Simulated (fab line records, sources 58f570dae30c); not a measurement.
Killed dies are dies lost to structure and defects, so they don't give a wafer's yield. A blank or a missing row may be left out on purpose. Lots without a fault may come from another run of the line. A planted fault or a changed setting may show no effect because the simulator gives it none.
Which tool did it? | flow berkeley_cmos170 | 13 lots, 39 wafers sampled, at 2 steps of a route of 331

WHAT THE GAUGES READ, wafer by wafer
The record holds no reading of a measuring or inspecting step that can be judged against a usual standard deviation.

WHICH TOOL RAN EACH LOT (tool, then ch and the chambers of the sampled wafers, then the start)
lot  | UCB170_ACTIVE_ETCH_15             | UCB170_ACTIVE_STRIP_16
L680 | rie_diel-04 ch 0,3, day 4 13:19   | plasma_asher-01 ch 0,1, day 4 13:25
L681 | rie_diel-02 ch 1,3, day 4 13:25   | plasma_asher-02 ch 0,1, day 4 13:31
L682 | rie_diel-04 ch 0,2, day 4 22:41   | plasma_asher-03 ch 0, day 4 22:47
L684 | rie_diel-03 ch 0,1,2, day 5 09:11 | plasma_asher-02 ch 0,1, day 5 09:19
L687 | rie_diel-04 ch 0,1,2, day 5 21:59 | plasma_asher-01 ch 0,1, day 5 22:07
L691 | rie_diel-04 ch 0,3, day 6 21:31   | plasma_asher-03 ch 0,1, day 6 21:37
L695 | rie_diel-03 ch 0,1,2, day 7 11:53 | plasma_asher-03 ch 0,1, day 7 11:59
L698 | rie_diel-03 ch 0,2,3, day 8 08:28 | plasma_asher-03 ch 0,1, day 8 08:33
L697 | rie_diel-02 ch 1,2, day 8 08:56   | plasma_asher-01 ch 0,1, day 8 09:02
L699 | rie_diel-03 ch 0,3, day 8 09:16   | plasma_asher-03 ch 0,1, day 8 09:22
L700 | rie_diel-03 ch 0,2, day 8 23:25   | plasma_asher-01 ch 0,1, day 8 23:31
L701 | rie_diel-02 ch 0,1, day 8 23:49   | plasma_asher-01 ch 0,1, day 8 23:55
L703 | rie_diel-03 ch 2,3, day 9 05:52   | plasma_asher-02 ch 0,1, day 9 05:58
- UCB170_ACTIVE_ETCH_15: etches Si3N4 in CH3F/Ar/O2, stops on SiO2, target depth 242 nm, time 151 s.
- UCB170_ACTIVE_STRIP_16: strips in O2.

WHAT THE TOOLS THEMSELVES READ (means of the sampled wafers that have a number; where no wafer has one, the mark that the record gives instead)
UCB170_ACTIVE_ETCH_15. Usual: drypump_motor_current_A 5.5 A, standard deviation 0.49; oes_product_au 0.933 a.u., standard deviation 0.016; throttle_valve_pct 8.10 %, standard deviation 0.1.
lot  | tool        | drypump_motor_current_A (A) | oes_product_au (a.u.) | throttle_valve_pct (%) | flag
L680 | rie_diel-04 | 5.2                         | 0.927                 | 8.16                   |
L681 | rie_diel-02 | 5.4                         | 0.924                 | 8.00                   |
L682 | rie_diel-04 | 5.7                         | 0.922                 | 8.19                   |
L684 | rie_diel-03 | 5.6                         | 0.935                 | 8.10                   |
L687 | rie_diel-04 | 5.7                         | 0.861                 | 8.17                   | OFF
L691 | rie_diel-04 | 5.2                         | 0.858                 | 8.15                   | OFF
L695 | rie_diel-03 | 5.7                         | 0.936                 | 8.10                   |
L698 | rie_diel-03 | 5.3                         | 0.946                 | 8.09                   |
L697 | rie_diel-02 | 5.8                         | 0.928                 | 8.06                   |
L699 | rie_diel-03 | 5.3                         | 0.946                 | 7.98                   |
L700 | rie_diel-03 | 5.4                         | 0.928                 | 8.03                   |
L701 | rie_diel-02 | 5.3                         | 0.938                 | 7.99                   |
L703 | rie_diel-03 | 5.3                         | 0.947                 | 8.20                   |

UCB170_ACTIVE_STRIP_16. Usual: drypump_motor_current_A 5.8 A, standard deviation 0.38; oes_product_au 0.721 a.u., standard deviation 0.0048; strip_time_to_endpoint_s 18.06 s, standard deviation 0.079.
lot  | tool            | drypump_motor_current_A (A) | oes_product_au (a.u.) | strip_time_to_endpoint_s (s) | flag
L680 | plasma_asher-01 | 5.9                         | 0.725                 | 18.16                        |
L681 | plasma_asher-02 | 5.8                         | 0.714                 | 18.00                        |
L682 | plasma_asher-03 | 5.7                         | 0.720                 | 18.16                        |
L684 | plasma_asher-02 | 5.8                         | 0.721                 | 18.04                        |
L687 | plasma_asher-01 | 5.9                         | 0.720                 | 17.53                        | OFF
L691 | plasma_asher-03 | 5.9                         | 0.720                 | 17.58                        | OFF
L695 | plasma_asher-03 | 5.8                         | 0.720                 | 18.06                        |
L698 | plasma_asher-03 | 5.8                         | 0.721                 | 17.97                        |
L697 | plasma_asher-01 | 5.5                         | 0.723                 | 18.06                        |
L699 | plasma_asher-03 | 5.8                         | 0.723                 | 18.09                        |
L700 | plasma_asher-01 | 5.9                         | 0.719                 | 18.06                        |
L701 | plasma_asher-01 | 5.5                         | 0.721                 | 18.06                        |
L703 | plasma_asher-02 | 5.8                         | 0.724                 | 18.11                        |

THE ANSWER, worked out from the rows above alone
Rule: a lot is off if the mean of its wafers that have a number lies more than 3 standard deviations from the usual mean. A lot without any number at a reading at which 4 lots or more have one is off too. The other lots that the step has rows for count as sound. The gauges are gone through in route order, then the tools' own readings, and for those a lot's mean is taken as printed above. The first step at which some lot is off is used, and at that step the reading that is off furthest; a lot without a number counts as furthest.
Off: L687, L691, at UCB170_ACTIVE_ETCH_15 (oes_product_au).
A tool fits if, at that step or a process step before it, it ran every lot that is off, and no sound lot after the first of them. One fits: rie_diel-04 at UCB170_ACTIVE_ETCH_15. Its last sound lot is L682 (day 4 22:41), its first lot that is off L687 (day 5 21:59): a fault that began between those two fits.
The tool's own readings at UCB170_ACTIVE_ETCH_15 bear it out: on the lots that are off they differ by more than 5 times the standard deviation of the sound lots' means. oes_product_au reads 0.859 a.u. there against 0.934 a.u. on the sound lots.

WHAT THE SIMULATOR HAD PUT IN
Process parameter drift: rie_diel-04, from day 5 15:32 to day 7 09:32, at UCB170_ACTIVE_ETCH_15. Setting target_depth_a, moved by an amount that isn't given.
Lots struck among those shown: L687, L691. The rule above found the same.
